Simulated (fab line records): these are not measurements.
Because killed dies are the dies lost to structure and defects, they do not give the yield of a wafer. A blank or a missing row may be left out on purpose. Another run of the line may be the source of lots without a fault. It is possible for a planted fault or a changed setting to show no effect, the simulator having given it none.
fab line records	flow rit-cmos
[record] lots = 6	wafers = 18	last-day = 7
route steps=202 shown M1@184
lots that met no fault: from a run of the same line without faults
start-h: hours from the record's first day to the start of the lot's first wafer shown	wait-h: hours since the lot's step before	" same as the row above	L1.1+2: a single row standing in for several wafers	- no value, or no start was given	* or withheld: withheld	< > ~ a bound
route shown NAME@n: a module of which the file shows steps, and the number in the route of the first	usual: mean/standard deviation of fault-free wafers	same: alike in all rows	chamber/n: place in a boat	sites: each site's reading	_std_site: how widely they spread, as a standard deviation	_edge_site: mean of outer sites minus mean of inner sites	radius-mm: how far each site lies from the wafer's centre	mask NAME#n: copy n	behind: the tool/chamber that last shaped the wafer	hold: why the lot was held/for how many hours/how that ended	device: which transistor (n, p or np) failed to switch	end of line: at the end of the route, the tests of the same wafers	for a step that has no rows: nothing shown but its recipe	killed: not the wafer's yield, but the dies lost to structure and defects at the first sort	map: dies across one wafer; x = killed, . = not, _ = none there
set.NAME: the setting as run; set.NAME@STEP: as run at that earlier step	model.NAME: the simulator's own value behind a step, which no gauge read
lots at some steps of the route; a table a step, a row a wafer
services: a tool's chamber out of use, with start hour (start-h, from the record's first day; less than 0 if before it), hours out, and reason
[[steps]]
[step RIT_M1_SPUTTER_00]
[recipe] material = Al	target-thk-nm = 400	power-w = 2000	chamber-pressure-pa = 0.4	gas = Ar	time-s = 500	substrate-temp-c = 25
[usual] throttle-valve-pct = 30.3/0.81
lot.wafer	tool	chamber	start-h	wait-h	throttle-valve-pct
L805.3	pvd-sputter-04	-	79.08	0.0	31.2
L805.5	"	-	"	"	31.1
L805.6	"	-	"	"	30.2
L807.1	pvd-sputter-04	-	90.34	0.0	30.3
L807.2	"	-	"	"	29.9
L807.4	"	-	"	"	31.4
L811.1	pvd-sputter-04	-	110.66	0.0	29.7
L811.5	"	-	"	"	29.9
L811.6	"	-	"	"	31.6
L814.1	pvd-sputter-02	-	122.07	0.0	30.4
L814.4	"	-	"	"	31.6
L814.5	"	-	"	"	31.8
L817.1	pvd-sputter-01	-	137.88	0.0	29.8
L817.2	"	-	"	"	29.4
L817.4	"	-	"	"	30.0
L821.1	pvd-sputter-04	-	154.50	0.0	30.7
L821.3	"	-	"	"	30.2
L821.6	"	-	"	"	31.3
[step RIT_M1_RS_MEAS_01]
[recipe] thk-meas-gauge = four-point-probe	reads = Al_of_M1_SPUTTER_00
[usual] M1_AL_RS = 0.0733/0.00079
lot.wafer	tool	chamber	start-h	wait-h	M1_AL_RS[ohm/sq]
L805.3	film-metro-02	-	79.41	0.2	0.0734
L805.5	"	-	"	"	0.0727
L805.6	"	-	"	"	0.0736
L807.1	film-metro-01	-	90.63	0.1	0.0732
L807.2	"	-	"	"	0.0721
L807.4	"	-	"	"	0.0735
L811.1	film-metro-02	-	110.95	0.1	0.0724
L811.5	"	-	"	"	0.0724
L811.6	"	-	"	"	0.0732
L814.1	film-metro-02	-	122.37	0.1	0.0749
L814.4	"	-	"	"	0.0746
L814.5	"	-	"	"	0.0748
L817.1	film-metro-03	-	138.18	0.1	0.0726
L817.2	"	-	"	"	0.0726
L817.4	"	-	"	"	0.0729
L821.1	film-metro-03	-	154.80	0.1	0.0727
L821.3	"	-	"	"	0.0730
L821.6	"	-	"	"	0.0731
[step RIT_M1_THK_MEAS_02]
[recipe] thk-meas-gauge = xrf	reads = Al_of_M1_SPUTTER_00
[usual] M1_AL_THK = 402/4.5
lot.wafer	tool	chamber	start-h	wait-h	M1_AL_THK[nm]
L805.3	film-metro-02	-	79.51	0.1	402
L805.5	"	-	"	"	403
L805.6	"	-	"	"	401
L807.1	film-metro-01	-	90.75	0.1	402
L807.2	"	-	"	"	407
L807.4	"	-	"	"	400
L811.1	film-metro-02	-	111.07	0.1	407
L811.5	"	-	"	"	407
L811.6	"	-	"	"	401
L814.1	film-metro-02	-	122.49	0.1	392
L814.4	"	-	"	"	396
L814.5	"	-	"	"	393
L817.1	film-metro-03	-	138.30	0.1	409
L817.2	"	-	"	"	410
L817.4	"	-	"	"	409
L821.1	film-metro-03	-	154.92	0.1	404
L821.3	"	-	"	"	402
L821.6	"	-	"	"	403
[step RIT_M1_HMDS_03]
[recipe] prime-time-s = 60	prime-temp-c = 140
[step RIT_M1_COAT_04]
[recipe] resist = NOVOLAK	spin-rpm = 2000	resist-thk-nm = 1300
[step RIT_M1_SOFTBAKE_05]
[recipe] resist = NOVOLAK	temp-c = 90	time-s = 60
[step RIT_M1_EXPOSE_06]
[recipe] mask-id = M12	na = 0.6	source-shape = conventional	sigma-outer = 0.5	target-cd-nm = 2600	dose-mj = 250
[step RIT_M1_PEB_07]
[recipe] resist = NOVOLAK	temp-c = withheld	time-s = withheld
[step RIT_M1_DEVELOP_08]
[recipe] resist = NOVOLAK	develop-time-s = 68	dev-temp-c = 23
[step RIT_M1_CD_MEAS_09]
[recipe] target-cd-nm = 2600
[usual] cd-nm = 2601.6/2.4
lot.wafer	tool	chamber	start-h	wait-h	cd-nm
L805.3	cd-sem-01	-	80.58	-	2600.4
L805.5	"	-	"	"	2600.1
L805.6	"	-	"	"	2598.6
L807.1	cd-sem-01	-	91.69	-	2599.5
L807.2	"	-	"	"	2599.0
L807.4	"	-	"	"	2600.2
L811.1	cd-sem-02	-	112.14	-	2603.0
L811.5	"	-	"	"	2607.5
L811.6	"	-	"	"	2603.9
L814.1	cd-sem-01	-	123.44	-	2600.6
L814.4	"	-	"	"	2599.4
L814.5	"	-	"	"	2603.1
L817.1	cd-sem-02	-	139.36	-	2601.1
L817.2	"	-	"	"	2599.6
L817.4	"	-	"	"	2600.1
L821.1	cd-sem-02	-	155.98	-	2599.3
L821.3	"	-	"	"	2600.1
L821.6	"	-	"	"	2597.4
[step RIT_M1_OVL_MEAS_10]
[usual] M1_OVL = -0.5/1.5
lot.wafer	tool	chamber	start-h	wait-h	M1_OVL[nm]
L805.3	overlay-01	-	80.68	0.1	0.4
L805.5	"	-	"	"	0.4
L805.6	"	-	"	"	0.5
L807.1	overlay-02	-	91.81	0.1	1.1
L807.2	"	-	"	"	-0.2
L807.4	"	-	"	"	0.0
L811.1	overlay-01	-	112.26	0.1	-2.3
L811.5	"	-	"	"	-2.8
L811.6	"	-	"	"	-2.9
L814.1	overlay-02	-	123.56	0.1	-1.3
L814.4	"	-	"	"	0.8
L814.5	"	-	"	"	-0.5
L817.1	overlay-02	-	139.48	0.1	0.6
L817.2	"	-	"	"	0.6
L817.4	"	-	"	"	-1.0
L821.1	overlay-02	-	156.10	0.1	-1.1
L821.3	"	-	"	"	0.5
L821.6	"	-	"	"	-0.3
[step RIT_M1_HARDBAKE_11]
[recipe] resist = NOVOLAK	temp-c = 140	time-s = 120
[step RIT_M1_METAL_ETCH_12]
[recipe] stop-on = SiO2	chemistry = Cl2/BCl3	target = Al	time-s = 165	over-etch-frac = 0.5	pressure-mtorr = 100	target-depth-a = 6000	rf-w = 250	Cl2_flow_sccm = 60	bcl3-flow-sccm = 50
[usual] drypump-motor-current-A = 5.72/0.19	oes-product-au = 0.777/0.01	rf-fwd-power-W = 248.8/0.84	throttle-valve-pct = 8.28/0.11
lot.wafer	tool	chamber	start-h	wait-h	drypump-motor-current-A	oes-product-au	rf-fwd-power-W	rf-hours-counter-h	throttle-valve-pct	model.NOVOLAK_of_M1_COAT_04.thk-nm
L805.3	rie-metal-01	0	81.00	0.2	5.81	0.768	249.3	-	8.14	807.9
L805.5	"	0	"	"	5.82	0.779	249.3	-	8.15	811.1
L805.6	"	1	"	"	5.72	0.784	249.0	-	8.17	814.2
L807.1	rie-metal-02	0	92.10	0.2	5.51	0.778	248.3	35	8.37	814
L807.2	"	1	"	"	5.46	0.784	250.3	38	8.29	819.6
L807.4	"	1	"	"	5.46	0.779	248.8	-	8.30	820.6
L811.1	rie-metal-01	0	112.54	0.2	5.79	0.783	278.2	1	8.14	772.5
L811.5	"	1	"	"	5.71	0.792	278.9	-	8.15	773.5
L811.6	"	0	"	"	5.79	0.767	278.1	-	8.15	768.9
L814.1	rie-metal-01	1	123.85	0.2	5.68	0.772	279.3	1	8.13	764.2
L814.4	"	1	"	"	5.70	0.784	278.4	-	8.16	769.3
L814.5	"	1	"	"	5.72	0.773	279.2	-	8.14	767.6
L817.1	rie-metal-03	1	139.77	0.2	5.73	0.786	250.4	5	8.29	799.4
L817.2	"	0	"	"	6.03	0.777	247.5	5	8.43	799.6
L817.4	"	1	"	"	5.74	0.790	248.6	-	8.27	795.4
L821.1	rie-metal-02	0	156.39	0.2	5.50	0.755	249.4	0	8.38	812.6
L821.3	"	1	"	"	5.45	0.777	249.8	-	8.30	816.7
L821.6	"	0	"	"	5.54	0.762	248.7	-	8.36	810.7
[step RIT_M1_STRIP_13]
[recipe] chemistry = nmp	resist = NOVOLAK	temp-c = 80	time-s = 600	dry = n2-spin
[step RIT_M1_PROBE_99]
[usual] defect-limited-yield = 97.5/1.1	killed-at-front-end = 6.6/3	killed-dies = 6.6/3	killed-open = 3.4/2	killed-short = 3.2/2	sort_bin_3_pad_short = 0.1/0.2	sort_bin_5_function = 1.4/0.83	sort_bin_6_memory = 1.0/0.63	sort-n-pass = 257.4/3	sort-yield-pct = 97.5/1.1
[same] gross-dies = 264	killed_at_M0_to_M3 = 0	killed_at_M4_up = 0	killed-at-back-side = 0	killed-at-contacts = 0	killed-at-other = 0
lot.wafer	tool	chamber	start-h	wait-h	defect-limited-yield[%]	killed-at-front-end	killed-dies	killed-open	killed-short	sort_bin_3_pad_short[%]	sort_bin_5_function[%]	sort_bin_6_memory[%]	sort-n-pass	sort-yield-pct[%]	model.etest.antenna-m1.vt-shift-v
L805.3	prober-01	-	83.30	0.2	95.8	11	11	7	4	0.4	1.9	1.9	253.0	95.8	-0.01069
L805.5	prober-01	-	83.40	0.2	97.7	6	6	3	3	0.4	0.8	1.1	258.0	97.7	-0.01003
L805.6	prober-01	-	83.45	0.2	97.0	8	8	3	5	0	0.8	2.3	256.0	97.0	-0.01023
L807.1	prober-01	-	94.37	0.1	98.5	4	4	2	2	0	0.8	0.8	260.0	98.5	-0.01348
L807.2	prober-01	-	94.42	0.1	97.7	6	6	2	4	0.4	0.8	1.1	258.0	97.7	-0.01221
L807.4	prober-01	-	94.52	0.2	98.1	5	5	2	3	0	1.1	0.8	259.0	98.1	-0.01238
L811.1	prober-01	-	114.81	0.1	97.3	7	7	1	6	0	1.9	0.8	257.0	97.3	-0.01988
L811.5	prober-01	-	115.01	0.2	97.7	6	6	4	2	0	1.1	1.1	258.0	97.7	-0.01436
L811.6	prober-01	-	115.06	0.2	98.5	4	4	3	1	0	0.4	1.1	260.0	98.5	-0.01961
L814.1	prober-01	-	126.26	0.1	97.0	8	8	4	4	0	2.7	0.4	256.0	97.0	-0.02098
L814.4	prober-01	-	126.41	0.2	97.7	6	6	4	2	0	1.1	1.1	258.0	97.7	-0.02083
L814.5	prober-01	-	126.46	0.2	98.1	5	5	4	1	0	0	1.9	259.0	98.1	-0.02115
L817.1	prober-02	-	142.02	0.1	98.1	5	5	2	3	0	1.1	0.8	259.0	98.1	-0.008553
L817.2	prober-02	-	142.07	0.1	98.5	4	4	3	1	0	0.8	0.8	260.0	98.5	-0.01128
L817.4	prober-02	-	142.17	0.2	95.8	11	11	5	6	0	3.8	0.4	253.0	95.8	-0.009339
L821.1	prober-02	-	158.64	0.1	96.2	10	10	6	4	0	2.7	1.1	254.0	96.2	-0.009599
L821.3	prober-02	-	158.74	0.2	97.7	6	6	3	3	0	1.9	0.4	258.0	97.7	-0.01163
L821.6	prober-02	-	158.89	0.2	97.0	8	8	5	3	0	0.4	2.7	256.0	97.0	-0.009262
// killed by level:class
L805.3 FOX2:geometric-particle:open=2 FOX2:geometric-particle:short=2 REOX:geometric-particle:open=2 ACTIVE:geometric-particle:open=1 GATE:geometric-particle:open=1 GATE:geometric-particle:short=1 SPACER:geometric-particle:open=1 SILICIDE:geometric-particle:short=1
L805.5 SPACER:geometric-particle:open=2 REOX:geometric-particle:short=1 SPACER:geometric-particle:short=1 SILICIDE:geometric-particle:short=1 SILICIDE:geometric-particle:open=1
L805.6 SILICIDE:geometric-particle:short=2 FOX1:geometric-particle:open=1 FOX2:geometric-particle:short=1 GATE:geometric-particle:short=1 GATE:geometric-particle:open=1 REOX:geometric-particle:short=1 REOX:geometric-particle:open=1
L807.1 FOX1:geometric-particle:short=1 GATE:geometric-particle:short=1 SPACER:geometric-particle:open=1 SILICIDE:geometric-particle:open=1
L807.2 ACTIVE:geometric-particle:short=1 FOX2:geometric-particle:open=1 GATE:geometric-particle:short=1 REOX:geometric-particle:short=1 SPACER:geometric-particle:open=1 SILICIDE:geometric-particle:short=1
L807.4 FOX2:geometric-particle:short=1 GATE:geometric-particle:short=1 GATE:geometric-particle:open=1 REOX:geometric-particle:short=1 SILICIDE:geometric-particle:open=1
L811.1 FOX1:geometric-particle:short=2 FOX2:geometric-particle:short=2 FOX1:geometric-particle:open=1 GATE:geometric-particle:short=1 REOX:geometric-particle:short=1
L811.5 GATE:geometric-particle:open=4 FOX2:geometric-particle:short=1 REOX:geometric-particle:short=1
L811.6 FOX1:geometric-particle:open=1 GATE:geometric-particle:open=1 GATE:geometric-particle:short=1 SPACER:geometric-particle:open=1
L814.1 GATE:geometric-particle:short=3 FOX1:geometric-particle:open=1 GATE:geometric-particle:open=1 REOX:geometric-particle:short=1 REOX:geometric-particle:open=1 SILICIDE:geometric-particle:open=1
L814.4 REOX:geometric-particle:open=2 FOX1:geometric-particle:short=1 GATE:geometric-particle:open=1 SILICIDE:geometric-particle:open=1 SILICIDE:geometric-particle:short=1
L814.5 SPACER:geometric-particle:open=2 FOX1:geometric-particle:open=1 SILICIDE:geometric-particle:short=1 SILICIDE:geometric-particle:open=1
L817.1 GATE:geometric-particle:short=1 GATE:geometric-particle:open=1 REOX:geometric-particle:short=1 SPACER:geometric-particle:open=1 SILICIDE:geometric-particle:short=1
L817.2 SPACER:geometric-particle:open=3 GATE:geometric-particle:short=1
L817.4 FOX2:geometric-particle:short=3 FOX1:geometric-particle:open=1 FOX2:geometric-particle:open=1 GATE:geometric-particle:open=1 GATE:geometric-particle:short=1 REOX:geometric-particle:short=1 REOX:geometric-particle:open=1 SILICIDE:geometric-particle:open=1
L821.1 GATE:geometric-particle:open=2 SILICIDE:geometric-particle:open=2 FOX1:geometric-particle:short=1 FOX2:geometric-particle:short=1 GATE:geometric-particle:short=1 REOX:geometric-particle:open=1 SPACER:geometric-particle:open=1 SILICIDE:geometric-particle:short=1
L821.3 FOX1:geometric-particle:short=2 FOX2:geometric-particle:short=1 GATE:geometric-particle:open=1 REOX:geometric-particle:open=1 SILICIDE:geometric-particle:open=1
L821.6 GATE:geometric-particle:open=2 FOX1:geometric-particle:open=1 FOX2:geometric-particle:short=1 GATE:geometric-particle:short=1 SPACER:geometric-particle:open=1 SILICIDE:geometric-particle:open=1 SILICIDE:geometric-particle:short=1
[[services]]
tool	chamber	start-h	hours	kind
pvd-sputter-04	-	72.00	0.6	repair
rie-metal-03	1	72.47	10.2	repair
rie-metal-03	1	89.08	3.9	repair
rie-metal-01	-	116.21	2.8	pm
rie-metal-01	0	119.54	12.1	repair
rie-metal-02	-	136.12	20.0	pm
rie-metal-02	0	136.12	20.0	vent-cycle
rie-metal-02	1	136.12	20.0	vent-cycle
pvd-sputter-04	-	142.90	2.7	repair
rie-metal-02	0	156.12	-	clean
rie-metal-02	1	156.12	-	clean
[[key]]
[first-sign] step = RIT_M1_METAL_ETCH_12	reading = rf-fwd-power-W	direction = up	sigmas = 35	usual = 248.8	struck = 278.7
effect none on later readings
[model-effect] step = RIT_M1_METAL_ETCH_12	value = NOVOLAK_of_M1_COAT_04.thk-nm	without = 809	struck = 769.3
[model-effect] step = RIT_M1_PROBE_99	value = etest.antenna-m1.vt-shift-v	without = -0.012	struck = -0.01947
met-at RIT_M1_METAL_ETCH_12
struck-wafers L811.1,L811.5,L811.6,L814.1,L814.4,L814.5
onset-between 81.00 112.54
[fault] kind = process-parameter-drift	tool = rie-metal-01	chamber = -	onset-h = 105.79	steps = RIT_M1_METAL_ETCH_12	channel = rf-w	offset = 30	shape = step	end-h = 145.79	stated = 250
